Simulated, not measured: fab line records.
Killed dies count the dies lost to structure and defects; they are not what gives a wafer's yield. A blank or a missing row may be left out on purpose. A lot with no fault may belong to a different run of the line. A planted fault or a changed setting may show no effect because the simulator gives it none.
What tool caused it? -- flow berkeleyCmos170 -- route of 331 steps, sampled at 1 step: 7 lots, 21 wafers

## WHAT THE GAUGES SHOWED, per wafer
UCB170_PWELL_TW_MEAS_17.
lot,measured,on,PWELL_TW
L891,day 4 10:08,filmMetro-03,377 379 379
L893,day 4 18:24,filmMetro-02,378 378 377
L899,day 5 19:20,filmMetro-03,380 379 379
L900,day 6 04:35,filmMetro-04,387 387 388
L903,day 6 23:38,filmMetro-02,379 379 380
L906,day 7 20:50,filmMetro-04,385 383 383
L908,day 8 03:55,filmMetro-04,386 386 386

## WHICH TOOL RAN EACH LOT (tool, then ch and the chambers of the sampled wafers, then the start)
The record shows no process step preceding these readings.

## THE ANSWER, worked out from the rows above alone
Rule: the usual values come from the lots themselves. The widest of any qualifying gaps counts: lots, ordered by their means at a reading, are off when they make up no more than a third of the lots, leave a main group of 4 or more, and stand apart from it by 3 or more times the standard deviation of that group's means. Not used: any main group whose means are identical at the precision the tables above print for the reading. A lot without any number at a reading at which 4 lots or more have one is off too. All remaining lots with rows at the step are treated as sound.
Nothing can be told from this: no lot is off at any reading shown.

## WHAT THE SIMULATOR HAD INSERTED
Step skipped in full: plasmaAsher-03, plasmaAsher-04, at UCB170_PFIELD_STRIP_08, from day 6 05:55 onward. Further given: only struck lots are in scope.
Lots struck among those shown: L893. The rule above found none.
